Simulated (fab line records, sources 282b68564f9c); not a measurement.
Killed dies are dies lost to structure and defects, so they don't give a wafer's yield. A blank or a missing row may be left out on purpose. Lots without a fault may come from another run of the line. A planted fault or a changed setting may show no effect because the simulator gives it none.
Tool commonality check | flow rit_cmos | 14 lots, 42 wafers sampled

WHY IT WAS OPENED
At RIT_ACTIVE_THK_MEAS_04 the reading ACTIVE_NITRIDE_THK is flagged on 2 of 14 lots. Wafers without a fault read 149.7 nm, standard deviation 1.4.
Rule: a lot is flagged when every wafer of it that has a number lies more than 4 standard deviations from that mean, or none has a number. The other lots count as sound.

lot  | measured    | on            | ACTIVE_NITRIDE_THK (nm), wafer by wafer | flag
L908 | day 1 15:32 | film_metro-01 | 151.0 151.6 151.7                       |
L909 | day 1 20:47 | film_metro-01 | 147.0 146.3 147.0                       |
L910 | day 1 23:32 | film_metro-02 | 149.1 149.9 148.5                       |
L911 | day 2 04:32 | film_metro-04 | 149.7 149.5 149.8                       |
L912 | day 2 09:32 | film_metro-01 | 148.0 149.4 149.3                       |
L913 | day 2 15:43 | film_metro-02 | 135.5 133.5 134.6                       | FLAGGED
L915 | day 3 00:32 | film_metro-04 | 147.7 147.4 146.8                       |
L916 | day 3 06:02 | film_metro-04 | 131.9 131.4 131.3                       | FLAGGED
L923 | day 4 16:32 | film_metro-04 | 150.8 151.0 151.3                       |
L925 | day 5 02:32 | film_metro-01 | 147.3 148.0 149.2                       |
L928 | day 5 20:08 | film_metro-02 | 153.2 153.4 151.6                       |
L929 | day 5 23:58 | film_metro-02 | 149.7 150.0 149.8                       |
L930 | day 6 04:04 | film_metro-01 | 151.3 151.0 150.3                       |
L931 | day 6 09:19 | film_metro-04 | 149.0 150.2 149.6                       |
The numbers of the flagged lots are 133.0 nm on average: -16.7 nm against the usual, or -12 standard deviations.

WHICH TOOL RAN EACH LOT
The record holds 1 process step before the reading, out of a route of 202 steps. In each cell: the tool, then ch and the chambers that the sampled wafers went through, then the start.
lot  | flag    | RIT_ACTIVE_CVD_03
L908 |         | lpcvd-02 ch 0, day 1 14:07
L909 |         | lpcvd-02 ch 1, day 1 19:22
L910 |         | lpcvd-01 ch 1, day 1 22:07
L911 |         | lpcvd-01 ch 1, day 2 03:07
L912 |         | lpcvd-01 ch 0, day 2 08:07
L913 | FLAGGED | lpcvd-01 ch 0, day 2 13:35
L915 |         | lpcvd-02 ch 0, day 2 23:07
L916 | FLAGGED | lpcvd-01 ch 1, day 3 04:38
L923 |         | lpcvd-02 ch 1, day 4 15:07
L925 |         | lpcvd-02 ch 1, day 5 01:07
L928 |         | lpcvd-01 ch 1, day 5 18:44
L929 |         | lpcvd-02 ch 0, day 5 22:32
L930 |         | lpcvd-01 ch 0, day 6 02:38
L931 |         | lpcvd-02 ch 0, day 6 07:12
What these steps do:
- RIT_ACTIVE_CVD_03: deposits Si3N4 from SiH2Cl2/NH3, target thk 150 nm, time 1500 s.
- RIT_ACTIVE_THK_MEAS_04

FLAGGED OVER TOTAL, TOOL BY TOOL (the gauges that took the reading come last)
step                   | tool          | lots run | flagged | share of the flagged lots | sound lots run after its first flagged lot
RIT_ACTIVE_CVD_03      | lpcvd-01      | 7        | 2       | all                       | 2 (L928,L930)
RIT_ACTIVE_CVD_03      | lpcvd-02      | 7        | 0       | none                      | -
RIT_ACTIVE_THK_MEAS_04 | film_metro-01 | 5        | 0       | none                      | -
RIT_ACTIVE_THK_MEAS_04 | film_metro-02 | 4        | 1       | some                      | 2 (L928,L929)
RIT_ACTIVE_THK_MEAS_04 | film_metro-04 | 5        | 1       | some                      | 2 (L923,L931)

WHAT THE TABLE ALLOWS
1 row of the table ran every flagged lot: lpcvd-01 at RIT_ACTIVE_CVD_03.
- lpcvd-01 at RIT_ACTIVE_CVD_03: 2 of its 7 lots flagged. Sound lots ran on it after the first flagged one (L928, L930), which a lasting fault on the whole tool wouldn't allow.
No row of the table ran every flagged lot and no sound lot after the first.

WHAT THE SIMULATOR HAD PUT IN
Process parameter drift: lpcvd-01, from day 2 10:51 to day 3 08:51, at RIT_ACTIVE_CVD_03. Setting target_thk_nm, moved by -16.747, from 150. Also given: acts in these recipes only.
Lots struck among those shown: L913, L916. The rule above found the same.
